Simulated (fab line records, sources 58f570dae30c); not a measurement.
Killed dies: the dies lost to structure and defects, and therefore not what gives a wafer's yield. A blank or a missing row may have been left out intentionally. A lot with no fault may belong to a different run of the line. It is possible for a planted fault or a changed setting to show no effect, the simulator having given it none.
fab line records + flow berkeleyCmos170
record
- lots=14
- wafers=42
- lastDay=12
route steps=331 shown FIELD@96 PLDD@148 PSD@185 BACKSIDE@202
lots that met no fault: taken from a fault-free run of the same line
startH: the number of hours between the record's first day and the start of the first shown wafer of the lot + waitH: hours since the lot's step before + " as in the row above + L1.1+2: a row that stands for several wafers + - no value present, or no start provided + * or withheld: withheld + < > ~ a bound
route shown NAME@n: NAME is a module with steps in the file, n the number in the route of the first one + usual: average and standard deviation across the fault-free wafers + same: alike in all rows + chamber/n: place in a boat + sites: per-site readings + _std_site: the standard deviation of these + _edge_site: the outer-site mean with the inner-site mean subtracted + radiusMm: for every site, how far away it sits from the centre of the wafer + mask NAME#n: copy n + behind: the last tool/chamber to shape the wafer + hold: why the lot was held/for how many hours/how that ended + device: the transistor (n, p or np) that didn't switch + end of line: tests of these same wafers at the route's end + step lacking rows: just its recipe + killed: dies that structure and defects cost at the first sort, which is not the same as the wafer's yield + map: a wafer's dies, marking killed ones x, the rest . and places with no die _
set.NAME: the run value of the setting; set.NAME@STEP: its run value at that earlier step + model.NAME: the simulator's own value behind a step, which no gauge read
steps of the route over a sample of lots; a table a step, a row a wafer
services: the hour from which a tool's chamber was out of use, counted from the record's first day as startH (under 0 if before that day), plus the number of hours and why
## steps
# step UCB170_FIELD_THK_MEAS_90
# recipe
- reads=SiO2_of_FIELD_OXIDATION_01
# usual
- FIELD_OXIDE_LEFT_1_THK=438/12
| lot.wafer | tool         | chamber | startH | waitH | FIELD_OXIDE_LEFT_1_THK[nm] |
|-----------|--------------|---------|--------|-------|----------------------------|
| L398.1    | filmMetro-01 | -       | 84.35  | 0.0   | 440                        |
| L398.2    | "            | -       | "      | "     | 433                        |
| L398.5    | "            | -       | "      | "     | 443                        |
| L401.1    | filmMetro-01 | -       | 108.09 | 0.0   | 455                        |
| L401.4    | "            | -       | "      | "     | 450                        |
| L401.5    | "            | -       | "      | "     | 451                        |
| L402.1    | filmMetro-03 | -       | 108.09 | 0.0   | 445                        |
| L402.5    | "            | -       | "      | "     | 444                        |
| L402.6    | "            | -       | "      | "     | 440                        |
| L403.1    | filmMetro-03 | -       | 119.00 | 0.1   | 410                        |
| L403.3    | "            | -       | "      | "     | 417                        |
| L403.4    | "            | -       | "      | "     | 410                        |
| L407.1    | filmMetro-02 | -       | 128.95 | 0.0   | 428                        |
| L407.3    | "            | -       | "      | "     | 422                        |
| L407.4    | "            | -       | "      | "     | 432                        |
| L408.4    | filmMetro-03 | -       | 135.30 | 0.0   | 425                        |
| L408.5    | "            | -       | "      | "     | 418                        |
| L408.6    | "            | -       | "      | "     | 416                        |
| L410.1    | filmMetro-02 | -       | 144.48 | 0.0   | 441                        |
| L410.3    | "            | -       | "      | "     | 434                        |
| L410.4    | "            | -       | "      | "     | 439                        |
| L412.2    | filmMetro-03 | -       | 154.64 | 0.0   | 446                        |
| L412.5    | "            | -       | "      | "     | 439                        |
| L412.6    | "            | -       | "      | "     | 446                        |
| L416.2    | filmMetro-01 | -       | 185.77 | 0.0   | 440                        |
| L416.3    | "            | -       | "      | "     | 441                        |
| L416.6    | "            | -       | "      | "     | 443                        |
| L417.3    | filmMetro-03 | -       | 185.78 | 0.0   | 448                        |
| L417.4    | "            | -       | "      | "     | 450                        |
| L417.5    | "            | -       | "      | "     | 454                        |
| L418.2    | filmMetro-01 | -       | 194.71 | 0.0   | 429                        |
| L418.3    | "            | -       | "      | "     | 450                        |
| L418.6    | "            | -       | "      | "     | 434                        |
| L419.2    | filmMetro-03 | -       | 194.71 | 0.0   | 447                        |
| L419.4    | "            | -       | "      | "     | 438                        |
| L419.6    | "            | -       | "      | "     | 441                        |
| L420.1    | filmMetro-03 | -       | 207.28 | 0.0   | 452                        |
| L420.3    | "            | -       | "      | "     | 445                        |
| L420.4    | "            | -       | "      | "     | 456                        |
| L421.1    | filmMetro-02 | -       | 221.54 | 0.0   | 446                        |
| L421.2    | "            | -       | "      | "     | 436                        |
| L421.4    | "            | -       | "      | "     | 443                        |
# step UCB170_PLDD_EXPOSE_03
# recipe
- maskId=PSELECT
- na=0.5
- sigmaOuter=0.6
- sourceShape=conventional
- targetCdNm=1200
- doseMj=30
# usual
- exposureDoseMJCm2=29.975/0.029
- focusOffsetNm=0.0/0.47
- na=0.5/0
- stageVelMmS=500.09/0.27
| lot.wafer | tool          | chamber | startH | waitH | mask      | exposureDoseMJCm2 | focusOffsetNm | na  | stageVelMmS |
|-----------|---------------|---------|--------|-------|-----------|-------------------|---------------|-----|-------------|
| L398.1    | krfScanner-01 | 0       | 112.18 | 0.4   | PSELECT#0 | 29.966            | 0.1           | 0.5 | 500.41      |
| L398.2    | "             | 0       | "      | "     | PSELECT#0 | 30.039            | 0.3           | 0.5 | 500.27      |
| L398.5    | "             | 0       | "      | "     | PSELECT#0 | 30.027            | 0.0           | 0.5 | 500.07      |
| L401.1    | krfScanner-01 | 0       | 136.41 | 0.1   | PSELECT#0 | 29.985            | -0.7          | 0.5 | 499.87      |
| L401.4    | "             | 0       | "      | "     | PSELECT#0 | 30.012            | -0.2          | 0.5 | 500.10      |
| L401.5    | "             | 0       | "      | "     | PSELECT#0 | 29.997            | -0.4          | 0.5 | 500.07      |
| L402.1    | krfScanner-01 | 0       | 137.16 | 0.3   | PSELECT#0 | 29.966            | -0.4          | 0.5 | 500.01      |
| L402.5    | "             | 0       | "      | "     | PSELECT#0 | 29.975            | 0.2           | 0.5 | 499.94      |
| L402.6    | "             | 0       | "      | "     | PSELECT#0 | 29.979            | -0.6          | 0.5 | 499.98      |
| L403.1    | krfScanner-02 | 0       | 144.51 | 0.2   | PSELECT#0 | 29.986            | 0.3           | 0.5 | 499.66      |
| L403.3    | "             | 0       | "      | "     | PSELECT#0 | 29.943            | 0.6           | 0.5 | 500.06      |
| L403.4    | "             | 0       | "      | "     | PSELECT#0 | 29.999            | 0.2           | 0.5 | 499.73      |
| L407.1    | krfScanner-02 | -       | 160.99 | 0.1   | PSELECT#0 | -                 | -             | -   | -           |
| L407.3    | "             | -       | "      | "     | PSELECT#0 | -                 | -             | -   | -           |
| L407.4    | "             | -       | "      | "     | PSELECT#0 | -                 | -             | -   | -           |
| L408.4    | krfScanner-01 | -       | 168.30 | 0.2   | PSELECT#0 | -                 | -             | -   | -           |
| L408.5    | "             | -       | "      | "     | PSELECT#0 | -                 | -             | -   | -           |
| L408.6    | "             | -       | "      | "     | PSELECT#0 | -                 | -             | -   | -           |
| L410.1    | krfScanner-01 | 0       | 176.50 | 0.1   | PSELECT#0 | 30.001            | -0.3          | 0.5 | 499.99      |
| L410.3    | "             | 0       | "      | "     | PSELECT#0 | 29.982            | 0.1           | 0.5 | 500.41      |
| L410.4    | "             | 0       | "      | "     | PSELECT#0 | 30.027            | -0.3          | 0.5 | 500.30      |
| L412.2    | krfScanner-02 | 0       | 187.76 | 0.3   | PSELECT#0 | 29.995            | -0.3          | 0.5 | 500.01      |
| L412.5    | "             | 0       | "      | "     | PSELECT#0 | 29.997            | -0.1          | 0.5 | 500.22      |
| L412.6    | "             | 0       | "      | "     | PSELECT#0 | 29.992            | -0.1          | 0.5 | 500.16      |
| L416.2    | krfScanner-01 | 0       | 214.47 | 0.2   | PSELECT#0 | 29.957            | 0.1           | 0.5 | 500.14      |
| L416.3    | "             | 0       | "      | "     | PSELECT#0 | 29.933            | 0.0           | 0.5 | 500.66      |
| L416.6    | "             | 0       | "      | "     | PSELECT#0 | 29.964            | -0.2          | 0.5 | 499.80      |
| L417.3    | krfScanner-02 | 0       | 214.74 | 0.5   | PSELECT#0 | 29.970            | 0.5           | 0.5 | 500.39      |
| L417.4    | "             | 0       | "      | "     | PSELECT#0 | 29.991            | 0.1           | 0.5 | 500.05      |
| L417.5    | "             | 0       | "      | "     | PSELECT#0 | 29.987            | 0.8           | 0.5 | 499.81      |
| L418.2    | krfScanner-01 | 0       | 223.59 | 0.2   | PSELECT#0 | 29.977            | 0.5           | 0.5 | 500.26      |
| L418.3    | "             | 0       | "      | "     | PSELECT#0 | 29.979            | -0.1          | 0.5 | 500.00      |
| L418.6    | "             | 0       | "      | "     | PSELECT#0 | 29.924            | 0.2           | 0.5 | 500.06      |
| L419.2    | krfScanner-02 | 0       | 223.83 | 0.3   | PSELECT#0 | 29.968            | 0.1           | 0.5 | 500.04      |
| L419.4    | "             | 0       | "      | "     | PSELECT#0 | 29.930            | 0.3           | 0.5 | 500.07      |
| L419.6    | "             | 0       | "      | "     | PSELECT#0 | 29.963            | 1.2           | 0.5 | 499.83      |
| L420.1    | krfScanner-01 | 0       | 233.13 | 0.3   | PSELECT#0 | 29.978            | 0.2           | 0.5 | 499.93      |
| L420.3    | "             | 0       | "      | "     | PSELECT#0 | 29.977            | -0.2          | 0.5 | 500.17      |
| L420.4    | "             | 0       | "      | "     | PSELECT#0 | 30.006            | 0.0           | 0.5 | 500.27      |
| L421.1    | krfScanner-01 | 0       | 251.10 | 0.1   | PSELECT#0 | 29.937            | -0.8          | 0.5 | 499.86      |
| L421.2    | "             | 0       | "      | "     | PSELECT#0 | 29.914            | -0.2          | 0.5 | 499.88      |
| L421.4    | "             | 0       | "      | "     | PSELECT#0 | 29.942            | -0.1          | 0.5 | 500.34      |
# step UCB170_PSD_TW_MEAS_10
# usual
- PSD_TW=2329/26
| lot.wafer | tool         | chamber | startH | waitH | PSD_TW |
|-----------|--------------|---------|--------|-------|--------|
| L398.1    | filmMetro-01 | -       | 124.37 | 0.1   | 2369   |
| L398.2    | "            | -       | "      | "     | 2351   |
| L398.5    | "            | -       | "      | "     | 2354   |
| L401.1    | filmMetro-03 | -       | 145.07 | 0.1   | 2310   |
| L401.4    | "            | -       | "      | "     | 2330   |
| L401.5    | "            | -       | "      | "     | 2317   |
| L402.1    | filmMetro-04 | -       | 145.79 | 0.1   | 2281   |
| L402.5    | "            | -       | "      | "     | 2303   |
| L402.6    | "            | -       | "      | "     | 2295   |
| L403.1    | filmMetro-03 | -       | 154.10 | 0.1   | 2329   |
| L403.3    | "            | -       | "      | "     | 2354   |
| L403.4    | "            | -       | "      | "     | 2333   |
| L407.1    | filmMetro-03 | -       | 171.29 | 0.1   | 2333   |
| L407.3    | "            | -       | "      | "     | 2333   |
| L407.4    | "            | -       | "      | "     | 2345   |
| L408.4    | filmMetro-04 | -       | 178.13 | 0.1   | 2314   |
| L408.5    | "            | -       | "      | "     | 2322   |
| L408.6    | "            | -       | "      | "     | 2318   |
| L410.1    | filmMetro-04 | -       | 186.75 | 0.1   | 2321   |
| L410.3    | "            | -       | "      | "     | 2308   |
| L410.4    | "            | -       | "      | "     | 2308   |
| L412.2    | filmMetro-04 | -       | 198.32 | 0.1   | 2294   |
| L412.5    | "            | -       | "      | "     | 2293   |
| L412.6    | "            | -       | "      | "     | 2276   |
| L416.2    | filmMetro-03 | -       | 222.59 | 0.1   | 2336   |
| L416.3    | "            | -       | "      | "     | 2344   |
| L416.6    | "            | -       | "      | "     | 2334   |
| L417.3    | filmMetro-01 | -       | 222.96 | 0.1   | 2364   |
| L417.4    | "            | -       | "      | "     | 2358   |
| L417.5    | "            | -       | "      | "     | 2359   |
| L418.2    | filmMetro-01 | -       | 233.16 | 0.1   | 2356   |
| L418.3    | "            | -       | "      | "     | 2361   |
| L418.6    | "            | -       | "      | "     | 2368   |
| L419.2    | filmMetro-01 | -       | 233.44 | 0.1   | 2365   |
| L419.4    | "            | -       | "      | "     | 2364   |
| L419.6    | "            | -       | "      | "     | 2357   |
| L420.1    | filmMetro-03 | -       | 241.81 | 0.1   | 2326   |
| L420.3    | "            | -       | "      | "     | 2345   |
| L420.4    | "            | -       | "      | "     | 2330   |
| L421.1    | filmMetro-01 | -       | 259.56 | 0.1   | 2358   |
| L421.2    | "            | -       | "      | "     | 2357   |
| L421.4    | "            | -       | "      | "     | 2349   |
# step UCB170_BACKSIDE_STRIP_03
# recipe
- chemistry=O2
- powerW=400
- pressureMtorr=3500
- platenTempC=withheld
- o2FlowSccm=400
- overashFraction=0.5
# usual
- drypumpMotorCurrentA=5.5/0.53
- oesProductAu=0.734/0.0045
- stripTimeToEndpointS=21.98/0.071
| lot.wafer | tool           | chamber | startH | waitH | drypumpMotorCurrentA | oesProductAu | rfHoursCounterH | stripTimeToEndpointS |
|-----------|----------------|---------|--------|-------|----------------------|--------------|-----------------|----------------------|
| L398.1    | plasmaAsher-01 | 0       | 129.61 | 0.1   | 5.2                  | 0.735        | 40              | 21.92                |
| L398.2    | "              | 1       | "      | "     | 6.6                  | 0.737        | 40              | 21.95                |
| L398.5    | "              | 0       | "      | "     | 5.2                  | 0.734        | -               | 21.98                |
| L401.1    | plasmaAsher-01 | 1       | 147.76 | 0.1   | 6.6                  | 0.729        | 42              | 21.91                |
| L401.4    | "              | 1       | "      | "     | 6.6                  | 0.738        | -               | 21.87                |
| L401.5    | "              | 0       | "      | "     | 5.2                  | 0.730        | -               | 21.85                |
| L402.1    | plasmaAsher-03 | 1       | 148.42 | 0.1   | 5.6                  | 0.737        | 3               | 21.85                |
| L402.5    | "              | 1       | "      | "     | 5.6                  | 0.729        | -               | 21.85                |
| L402.6    | "              | 0       | "      | "     | 5.6                  | 0.731        | -               | 21.94                |
| L403.1    | plasmaAsher-01 | 1       | 156.86 | 0.1   | 6.6                  | 0.739        | 43              | 22.00                |
| L403.3    | "              | 1       | "      | "     | 6.6                  | 0.732        | -               | 21.93                |
| L403.4    | "              | 0       | "      | "     | 5.3                  | 0.731        | -               | 21.98                |
| L407.1    | plasmaAsher-04 | 0       | 174.36 | 0.1   | 4.9                  | 0.730        | 45              | 21.93                |
| L407.3    | "              | 0       | "      | "     | 4.9                  | 0.738        | -               | 21.97                |
| L407.4    | "              | 1       | "      | "     | 5.4                  | 0.731        | -               | 21.93                |
| L408.4    | plasmaAsher-04 | 1       | 180.83 | 0.1   | 5.4                  | 0.741        | -               | 21.87                |
| L408.5    | "              | 0       | "      | "     | 4.9                  | 0.731        | -               | 21.88                |
| L408.6    | "              | 1       | "      | "     | 5.4                  | 0.734        | -               | 21.95                |
| L410.1    | plasmaAsher-03 | 0       | 189.26 | 0.1   | 5.7                  | 0.739        | 7               | 21.97                |
| L410.3    | "              | 1       | "      | "     | 5.6                  | 0.734        | -               | 21.98                |
| L410.4    | "              | 0       | "      | "     | 5.6                  | 0.729        | -               | 21.94                |
| L412.2    | plasmaAsher-01 | 1       | 200.64 | 0.1   | 6.6                  | 0.741        | 48              | 22.06                |
| L412.5    | "              | 0       | "      | "     | 5.2                  | 0.737        | -               | 22.07                |
| L412.6    | "              | 1       | "      | "     | 6.6                  | 0.738        | -               | 22.08                |
| L417.3    | plasmaAsher-04 | 1       | 226.74 | 0.1   | 5.4                  | 0.737        | -               | 22.04                |
| L417.4    | "              | 0       | "      | "     | 4.9                  | 0.730        | -               | 22.02                |
| L417.5    | "              | 1       | "      | "     | 5.4                  | 0.731        | -               | 22.04                |
| L416.2    | plasmaAsher-03 | 1       | 227.03 | 0.1   | 5.6                  | 0.733        | 11              | 22.06                |
| L416.3    | "              | 0       | "      | "     | 5.6                  | 0.738        | -               | 22.02                |
| L416.6    | "              | 0       | "      | "     | 5.6                  | 0.726        | -               | 22.00                |
| L418.2    | plasmaAsher-03 | 1       | 237.74 | 0.1   | 5.6                  | 0.742        | 12              | 22.08                |
| L418.3    | "              | 0       | "      | "     | 5.6                  | 0.735        | -               | 22.04                |
| L418.6    | "              | 0       | "      | "     | 5.6                  | 0.734        | -               | 21.95                |
| L419.2    | plasmaAsher-04 | 1       | 238.01 | 0.1   | 5.4                  | 0.729        | 51              | 22.00                |
| L419.4    | "              | 0       | "      | "     | 4.9                  | 0.740        | -               | 22.05                |
| L419.6    | "              | 0       | "      | "     | 4.9                  | 0.732        | -               | 22.00                |
| L420.1    | plasmaAsher-01 | 1       | 247.34 | 0.1   | 6.6                  | 0.727        | 52              | 22.00                |
| L420.3    | "              | 0       | "      | "     | 5.2                  | 0.734        | -               | 22.10                |
| L420.4    | "              | 1       | "      | "     | 6.6                  | 0.728        | -               | 22.05                |
| L421.1    | plasmaAsher-04 | 0       | 261.95 | 0.1   | 4.9                  | 0.725        | 54              | 21.93                |
| L421.2    | "              | 1       | "      | "     | 5.4                  | 0.726        | 54              | 22.00                |
| L421.4    | "              | 1       | "      | "     | 5.4                  | 0.743        | -               | 21.93                |
## services
| tool           | chamber | startH | hours | kind        |
|----------------|---------|--------|-------|-------------|
| krfScanner-01  | -       | 99.35  | 0.8   | pm          |
| plasmaAsher-03 | -       | 108.84 | 9.0   | pm          |
| plasmaAsher-03 | 0       | 108.84 | 9.0   | ventCycle   |
| plasmaAsher-03 | 1       | 108.84 | 9.0   | ventCycle   |
| krfScanner-02  | -       | 110.43 | 3.6   | pm          |
| krfScanner-02  | 0       | 114.86 | -     | calibration |
| krfScanner-01  | 0       | 115.25 | -     | calibration |
| plasmaAsher-03 | 0       | 117.84 | -     | clean       |
| plasmaAsher-03 | 1       | 117.84 | -     | clean       |
| krfScanner-01  | -       | 118.36 | 0.5   | repair      |
| krfScanner-01  | -       | 128.20 | 0.4   | repair      |
| plasmaAsher-01 | -       | 129.76 | 0.6   | repair      |
| krfScanner-01  | -       | 139.13 | 1.3   | pm          |
| krfScanner-02  | -       | 155.64 | 4.4   | pm          |
| plasmaAsher-04 | -       | 187.11 | 9.0   | repair      |
| krfScanner-01  | -       | 189.05 | 1.0   | pm          |
| plasmaAsher-01 | -       | 191.03 | 0.8   | repair      |
| plasmaAsher-01 | -       | 201.94 | 7.3   | repair      |
| krfScanner-02  | -       | 203.03 | 1.3   | pm          |
| krfScanner-01  | -       | 210.41 | 1.0   | repair      |
| krfScanner-02  | -       | 256.57 | 1.0   | pm          |
| plasmaAsher-01 | -       | 258.89 | 2.1   | repair      |
## key
firstSign
- step=UCB170_PLDD_EXPOSE_03
- reading=toolRecord
- direction=missing
effect none on later readings
metAt UCB170_PLDD_EXPOSE_03
struckLots L407,L408
sortLeftOut L407.1,L407.3,L407.4,L408.4,L408.5,L408.6
testerLeftOut L407,L408
notActingAt UCB170_FIELD_THK_MEAS_90,UCB170_PSD_TW_MEAS_10,UCB170_BACKSIDE_STRIP_03
onsetBetween 144.51 160.99
fault
- kind=skippedStepWhole
- tool=krfScanner-01,krfScanner-02
- chamber=-
- onsetH=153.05
- steps=UCB170_PLDD_EXPOSE_03
- scope=struckLotsOnly
# testerLeftOut: of these lots the tester's yield and bins aren't shown, on N5 and GAA mostly nor the transistor test; their killed dies are dies lost to structure and defects alone, not to doping, threshold or leakage, so they don't give the yield
# sortLeftOut: the simulated sort isn't trusted on such a fault, so these wafers' sort isn't shown, and their yield isn't known
